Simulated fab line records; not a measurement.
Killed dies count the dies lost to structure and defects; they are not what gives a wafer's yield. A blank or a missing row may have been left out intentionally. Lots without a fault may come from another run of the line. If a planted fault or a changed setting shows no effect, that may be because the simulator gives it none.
A struck lot beside a sound one :: flow ritCmos :: 18 out of 202 route steps
Sound: wafers L243.3, L243.4, L243.5. The struck wafers were L249.1, L249.5, L249.6. The cause is named last.
Each step with rows lists, per side, the tool, then ch with its chambers, then its first start. Under that, the readings that differ: sound wafers :: struck wafers :: difference of the means :: sigmas: that difference in standard deviations of wafers without a fault.
alike: readings with means less than 2 such deviations apart, plus words and numbers identical on both sides. not compared: withheld readings, readings lacking a value on some wafer, bounds such as >300 that could conceal the same value, and numbers that have no deviation in the record and whose values overlap.
The two part at a step that has a row with sigmas, a row that says differs or no value, or rows on one side only. Non-overlapping numbers with no deviation appear without sigmas and do not part them. A reading missing from all wafers of one side parts the sides only when that side holds two or more wafers.

first, 4 steps without rows for these wafers: RIT_NLDD_SOFTBAKE_02 (time 60 s); RIT_NLDD_EXPOSE_03 (exposes mask M7, target cd 40700 nm); RIT_NLDD_PEB_04; RIT_NLDD_DEVELOP_05 (develop time 50 s).
RIT_NLDD_OVL_MEAS_06:
  struck on overlay-02, day 4 10:03; sound on overlay-02, day 3 03:05
  alike: NLDD_OVL
then, 2 steps without rows for these wafers: RIT_NLDD_HARDBAKE_07 (time 60 s); RIT_NLDD_IMPLANT_08.
RIT_NLDD_STRIP_09: strips in O2, time 180 s.
  sound on plasmaAsher-01 ch 0,1, day 3 03:28; struck on plasmaAsher-03 ch 0,1, day 4 10:23
  alike: drypumpMotorCurrentA
  not compared: rfHoursCounterH
RIT_NLDD_TW_MEAS_10:
  struck on filmMetro-02, day 4 10:34; sound on filmMetro-01, day 3 03:36
  alike: NLDD_TW
then, 3 steps without rows for these wafers: RIT_PLDD_HMDS_00 (prime time 60 s); RIT_PLDD_COAT_01 (resist thk 1000 nm); RIT_PLDD_SOFTBAKE_02 (time 60 s).
RIT_PLDD_EXPOSE_03: exposes mask M8, target cd 40900 nm.
  sound on ilineStepper-02 ch 0, day 3 04:16; struck on ilineStepper-02 ch 0, day 4 11:04
reading: model.PLDD.overlayXNm (nm)
sound: 0.5774 0.5774 0.5774
struck: 239.8 239.8 239.8
difference: +239.2
sigmas: 
  alike: mask
then, 2 steps without rows for these wafers: RIT_PLDD_PEB_04; RIT_PLDD_DEVELOP_05 (develop time 50 s).
RIT_PLDD_OVL_MEAS_06:
  struck on overlay-01, day 4 11:28; sound on overlay-01, day 3 04:38
reading: PLDD_OVL (nm)
sound: 1.4 0.4 0.8
struck: 240.5 239.0 242.5
difference: +239.8
sigmas: +99 or more
then, 1 step without rows for these wafers: RIT_PLDD_HARDBAKE_07 (time 60 s).
RIT_M1_PROBE_99:
  struck on prober-02, day 5 02:41; sound on prober-02, day 3 18:44
reading: model.etest.pldd.widthNm (nm)
sound: 3184 3182 3165
struck: 3024 3012 3017
difference: -159
sigmas: 
  alike: killed_at_M0_to_M3, killedAtContacts, killedAtFrontEnd, killedDies, killedOpen, killedShort

WHERE THEY PART
Only at RIT_PLDD_OVL_MEAS_06, within this record. Later steps at which nothing parts them and some readings are alike: RIT_M1_PROBE_99.

WHY: what the simulator had put in
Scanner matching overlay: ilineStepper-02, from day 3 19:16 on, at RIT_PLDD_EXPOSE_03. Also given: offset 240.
